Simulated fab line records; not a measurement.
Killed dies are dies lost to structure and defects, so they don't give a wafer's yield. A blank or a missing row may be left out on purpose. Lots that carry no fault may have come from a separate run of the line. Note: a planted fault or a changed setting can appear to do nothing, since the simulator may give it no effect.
What tool caused it?    flow berkeley_cmos170    Sampling: 15 lots, 45 wafers, 3 of 331 route steps

## WHAT EACH GAUGE READ, for each wafer
UCB170_ACTIVE_OVL_MEAS_14.
lot   measured     on          ACTIVE_OVL (nm)
L450  day 5 02:07  overlay-02  -13 -8 -6
L452  day 5 17:01  overlay-02  0 -2 2
L453  day 5 17:16  overlay-01  -10 -4 -9
L454  day 5 17:07  overlay-01  -9 -5 -1
L455  day 6 01:04  overlay-01  -6 -2 -1
L457  day 6 00:53  overlay-01  -5 0 -7
L458  day 7 00:56  overlay-01  1 -9 2
L461  day 7 07:37  overlay-02  -7 -24 -10
L462  day 7 07:44  overlay-02  -7 -8 -11
L464  day 7 08:00  overlay-02  -2 -10 -1
L468  day 8 02:26  overlay-02  -9 0 1
L466  day 8 13:32  overlay-02  -12 -19 -7
L470  day 8 02:53  overlay-02  -9 -6 2
L471  day 8 23:50  overlay-01  -14 -13 -8
L473  day 9 10:34  overlay-02  -4 8 -3

## EACH LOT AND THE TOOL THAT RAN IT (in order: tool; ch and the chambers of the sampled wafers; start)
lot   UCB170_NWELL_IMPLANT_14         UCB170_PWELL_STRIP_16
L450  implanter-01 ch 0, day 2 11:38  plasma_asher-01 ch 0,1, day 3 08:54
L452  implanter-04 ch 0, day 2 22:25  plasma_asher-01 ch 0,1, day 3 19:05
L453  implanter-04 ch 0, day 3 05:55  plasma_asher-03 ch 0, day 4 04:07
L454  implanter-04 ch 0, day 3 10:40  plasma_asher-04 ch 0,1, day 4 04:31
L455  implanter-04 ch 0, day 3 15:07  plasma_asher-04 ch 1, day 4 15:41
L457  implanter-02 ch 0, day 3 15:49  plasma_asher-01 ch 0,1, day 4 15:56
L458  implanter-04 ch 0, day 4 11:52  plasma_asher-01 ch 0,1, day 5 16:28
L461  implanter-04 ch 0, day 4 22:55  plasma_asher-01 ch 0,1, day 5 22:52
L462  implanter-01 ch 0, day 5 13:46  plasma_asher-03 ch 0,1, day 6 02:18
L464  implanter-04 ch 0, day 5 13:47  plasma_asher-01 ch 0,1, day 6 02:47
L468  implanter-02 ch 0, day 6 01:12  plasma_asher-03 ch 0,1, day 6 23:59
L466  implanter-01 ch 0, day 6 01:43  plasma_asher-01 ch 0,1, day 7 00:15
L470  implanter-02 ch 0, day 6 08:04  plasma_asher-04 ch 0,1, day 7 00:07
L471  implanter-02 ch 0, day 6 15:01  plasma_asher-03 ch 1, day 7 08:29
L473  implanter-01 ch 0, day 7 04:14  plasma_asher-03 ch 0,1, day 8 00:20
- UCB170_NWELL_IMPLANT_14
- UCB170_PWELL_STRIP_16: strips in O2.

## WHAT THE TOOLS THEMSELVES READ (means of the sampled wafers that have a number; where no wafer has one, the mark that the record gives instead)
UCB170_NWELL_IMPLANT_14.
lot   tool          dose_ions_cm2
L450  implanter-01  1.0003e+13
L452  implanter-04  9.9957e+12
L453  implanter-04  9.9950e+12
L454  implanter-04  1.0011e+13
L455  implanter-04  9.9937e+12
L457  implanter-02  9.9963e+12
L458  implanter-04  9.8113e+12
L461  implanter-04  9.8093e+12
L462  implanter-01  9.9960e+12
L464  implanter-04  9.7897e+12
L468  implanter-02  1.0007e+13
L466  implanter-01  9.9930e+12
L470  implanter-02  1.0010e+13
L471  implanter-02  9.9987e+12
L473  implanter-01  9.9950e+12

UCB170_PWELL_STRIP_16.
lot   tool             drypump_motor_current_A (A)  oes_product_au (a.u.)  strip_time_to_endpoint_s (s)
L450  plasma_asher-01  5.5                          0.721                  18.11
L452  plasma_asher-01  5.5                          0.722                  18.01
L453  plasma_asher-03  5.4                          0.721                  18.09
L454  plasma_asher-04  5.6                          0.722                  18.17
L455  plasma_asher-04  6.7                          0.720                  18.06
L457  plasma_asher-01  5.5                          0.722                  18.05
L458  plasma_asher-01  5.5                          0.718                  18.12
L461  plasma_asher-01  5.5                          0.717                  17.94
L462  plasma_asher-03  5.8                          0.725                  18.22
L464  plasma_asher-01  5.5                          0.719                  18.07
L468  plasma_asher-03  6.2                          0.719                  18.02
L466  plasma_asher-01  5.5                          0.715                  18.09
L470  plasma_asher-04  5.6                          0.717                  17.99
L471  plasma_asher-03  6.6                          0.718                  18.12
L473  plasma_asher-03  5.8                          0.728                  18.05

## THE ANSWER, worked out from the rows above alone
Rule: the lots themselves supply what counts as usual. Put in order of their means at a reading, lots are off if they are a third of the lots or fewer, leave a main group of 4 or more, and stand apart from it by a gap of 3 or more times the standard deviation of the main group's means; of several such gaps the widest counts. A main group whose means are all the same, to the digits that the tables above print for the reading, isn't used. Also off: a lot with no number at a reading for which 4 or more lots have one. Any other lot the step has rows for is counted as sound. After the gauges, taken in route order, come the tools' own readings; for these a lot's mean is taken, as printed above. At the first step where some lot is off, the reading lying furthest off is the one used; lots without a number count as furthest.
Off: L458, L461, L464, at UCB170_NWELL_IMPLANT_14 (dose_ions_cm2). For the main group the mean is 9.9995e+12 and the standard deviation 6.2e+09.
If a tool, at that step or one of the process steps before it, ran each lot that is off and ran no sound lot following the first of them, it fits. One candidate fits, namely implanter-04 at UCB170_NWELL_IMPLANT_14. A fault onset in the window from L455 (day 3 15:07, its last sound lot) to L458 (day 4 11:52, its first lot off) fits.
On the lots that are off, the tool's own readings at UCB170_NWELL_IMPLANT_14 differ by more than 5 times the standard deviation of the sound lots' means, which bears it out; dose_ions_cm2 reads 9.8034e+12 there versus 9.9995e+12 on the sound lots.

## WHAT THE SIMULATOR HAD INSERTED
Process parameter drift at UCB170_NWELL_IMPLANT_14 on implanter-04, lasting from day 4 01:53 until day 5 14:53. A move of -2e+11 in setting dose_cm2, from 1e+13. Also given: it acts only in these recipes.
Shown lots that were struck: L458, L461, L464. The rule above found the same.
